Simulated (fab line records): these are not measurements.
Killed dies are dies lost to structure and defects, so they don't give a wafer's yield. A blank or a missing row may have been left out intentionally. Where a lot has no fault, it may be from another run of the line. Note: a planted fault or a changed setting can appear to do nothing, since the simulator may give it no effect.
Code-filled problem report in 8D (eight disciplines) form || flow berkeley_cmos170 || the parts of the form that need people (team, actions taken, sign-off) are left out

1. THE PROBLEM
Wafers free of any fault read 999.5 nm (standard deviation 1.2) for V2_POLISHED_THK at UCB170_V2_THK_MEAS_04, against a mean of 747.9 nm on 4 wafers of 2 lots. That is -99 or more standard deviations from the usual mean.
First observed at day 11 21:07: wafer L758.3, on film_metro-03. The record holds 42 wafers of 14 lots with a number at this step. Rule for "out", or "out of limits": more than 4 standard deviations from the usual mean. All remaining wafers that have a number are taken as sound.

2. WHAT IT IS, AND WHAT IT ISN'T
{"question": "which readings at this step", "is": "V2_POLISHED_THK", "is not": "-"}
{"question": "which lots", "is": "L758, L759", "is not": "L744, L745, L746, L749, L750, L751, L752, L753, L754, L763, L765, L767"}
{"question": "which wafers of those lots", "is": "L758.3, L758.6, L759.1, L759.6", "is not": "L758.2, L759.2"}
{"question": "read on which gauges", "is": "film_metro-03", "is not": "film_metro-01, film_metro-04"}
{"question": "when", "is": "from day 11 21:07", "is not": "up to then (28 sound wafers); but 10 sound wafers of L759, L763, L765, L767 came after"}

3. WHAT RULES OUT EACH SUSPECT
Counting: if a tool at a process step up to the reading ran every lot that is out, it stays a suspect. Sound lots after the first of them don't rule it out here, since some wafers of a struck lot are sound.
- ruled out: the gauge at UCB170_V2_THK_MEAS_04. All the wafers that are out were read on film_metro-03, but those of them that UCB170_V2_ETCH_14 has rows for are out there too, on other tools.
- cmp-01 at UCB170_V2_CMP_02 (polishes SiO2): kept. Ran every lot that is out, first one L758 (day 11 20:44); last sound lot up to then L752 (day 10 13:58).
- At UCB170_V2_CMP_02 on cmp-01, chamber 1 took the sound wafers of the same lots and chamber 0 took the wafers that are out.
Remaining after the count: cmp-01 at UCB170_V2_CMP_02.

4. THE CAUSE (what the simulator had put in)
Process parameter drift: cmp-01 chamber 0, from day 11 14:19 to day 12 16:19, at UCB170_V2_CMP_02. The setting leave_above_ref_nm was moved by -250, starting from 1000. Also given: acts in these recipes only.
Only this tool survived the counting.

5. THE CHAIN OF EFFECTS, in route order
Each row: a reading whose mean over the struck wafers that have a number lies more than 3 standard deviations from the usual. Only readings whose record carries a usual standard deviation are examined. hours: median over the lots of the time between each lot's start at the first step of this table that gives one and its start at this step. sigmas: the change, counted in usual standard deviations.
{"hours": 0, "step": "UCB170_V2_THK_MEAS_04", "reading": "V2_POLISHED_THK", "usual": "999.5 nm", "on struck wafers": 747.9, "change": -251.6, "sigmas": "-99 or more"}
{"hours": 2, "step": "UCB170_V2_ETCH_14", "reading": "oes_product_au", "usual": "0.866 a.u.", "on struck wafers": 0.730, "change": -0.136, "sigmas": -8.0}
The process steps in it:
- UCB170_V2_ETCH_14: etches SiO2 in CHF3/CF4/Ar, stops on Al, target depth 1250 nm, time 291 s.

6. HOW IT WOULD HAVE BEEN CAUGHT EARLIER
7 hours passed between the start of the fault at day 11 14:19 and the first reading out of limits at a measuring or inspecting step in this record, taken at day 11 21:07.
No tool reading at UCB170_V2_CMP_02 that has a usual standard deviation in the record was out on any struck wafer, so an alarm limit of 4 standard deviations on those readings would not have fired.
Of the lots that are out (2), L759 began UCB170_V2_CMP_02 on cmp-01 after day 11 21:07. It would have been spared by a hold on the tool at that moment.
